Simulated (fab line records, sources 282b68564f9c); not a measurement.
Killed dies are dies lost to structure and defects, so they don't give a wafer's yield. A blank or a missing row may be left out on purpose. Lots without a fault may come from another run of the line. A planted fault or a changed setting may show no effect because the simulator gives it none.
Which tool did it? | flow rit_cmos | 15 lots, 45 wafers sampled, at 1 step of a route of 202

WHAT THE GAUGES READ, wafer by wafer
The record holds no reading of a measuring or inspecting step that can be judged against a usual standard deviation.

WHICH TOOL RAN EACH LOT (tool, then ch and the chambers of the sampled wafers, then the start)
lot  | RIT_NSD_EXPOSE_03
L325 | iline_stepper-02 ch 0, day 2 22:20
L327 | iline_stepper-01 ch 0, day 3 10:21
L329 | iline_stepper-01 ch 0, day 3 18:19
L330 | iline_stepper-01 ch 0, day 3 23:39
L331 | iline_stepper-02 ch 0, day 4 04:05
L333 | iline_stepper-01 ch 0, day 4 15:18
L334 | iline_stepper-02 ch 0, day 4 20:40
L335 | iline_stepper-02 ch 0, day 4 23:41
L336 | iline_stepper-01 ch 0, day 5 07:08
L337 | iline_stepper-02 ch 0, day 5 10:07
L341 | iline_stepper-01 ch 0, day 6 07:40
L344 | iline_stepper-01, day 6 22:45
L345 | iline_stepper-02, day 7 03:07
L346 | iline_stepper-01, day 7 08:46
L348 | iline_stepper-02 ch 0, day 7 17:58
- RIT_NSD_EXPOSE_03: exposes mask M9, target cd 40700 nm.

WHAT THE TOOLS THEMSELVES READ (means of the sampled wafers that have a number; where no wafer has one, the mark that the record gives instead)
RIT_NSD_EXPOSE_03. Usual: exposure_dose_mJ_cm2 250.04, standard deviation 0.24; focus_offset_nm 0.0 nm, standard deviation 0.55; stage_vel_mm_s 500.07 mm/s, standard deviation 0.25.
lot  | tool             | exposure_dose_mJ_cm2 | focus_offset_nm (nm) | stage_vel_mm_s (mm/s) | flag
L325 | iline_stepper-02 | 249.62               | 0.4                  | 499.80                |
L327 | iline_stepper-01 | 250.08               | -0.5                 | 499.83                |
L329 | iline_stepper-01 | 249.93               | 0.6                  | 499.95                |
L330 | iline_stepper-01 | 250.02               | 0.1                  | 500.25                |
L331 | iline_stepper-02 | 250.35               | 0.3                  | 499.79                |
L333 | iline_stepper-01 | 250.21               | 0.4                  | 500.35                |
L334 | iline_stepper-02 | 249.84               | 0.7                  | 500.00                |
L335 | iline_stepper-02 | 249.83               | -0.4                 | 500.30                |
L336 | iline_stepper-01 | 250.26               | -0.3                 | 500.12                |
L337 | iline_stepper-02 | 250.18               | -0.2                 | 499.71                |
L341 | iline_stepper-01 | 249.83               | -0.5                 | 500.23                |
L344 | iline_stepper-01 | -                    | -                    | -                     | OFF
L345 | iline_stepper-02 | -                    | -                    | -                     | OFF
L346 | iline_stepper-01 | -                    | -                    | -                     | OFF
L348 | iline_stepper-02 | 250.43               | 0.3                  | 500.19                |

THE ANSWER, worked out from the rows above alone
Rule: a lot is off if the mean of its wafers that have a number lies more than 3 standard deviations from the usual mean. A lot without any number at a reading at which 4 lots or more have one is off too. The other lots that the step has rows for count as sound. The gauges are gone through in route order, then the tools' own readings, and for those a lot's mean is taken as printed above. The first step at which some lot is off is used, and at that step the reading that is off furthest; a lot without a number counts as furthest.
Off: L344, L345, L346, at RIT_NSD_EXPOSE_03 (exposure_dose_mJ_cm2). Without a number there: L344, L345, L346.
A tool fits if, at that step or a process step before it, it ran every lot that is off, and no sound lot after the first of them. None of those tried fits.

WHAT THE SIMULATOR HAD PUT IN
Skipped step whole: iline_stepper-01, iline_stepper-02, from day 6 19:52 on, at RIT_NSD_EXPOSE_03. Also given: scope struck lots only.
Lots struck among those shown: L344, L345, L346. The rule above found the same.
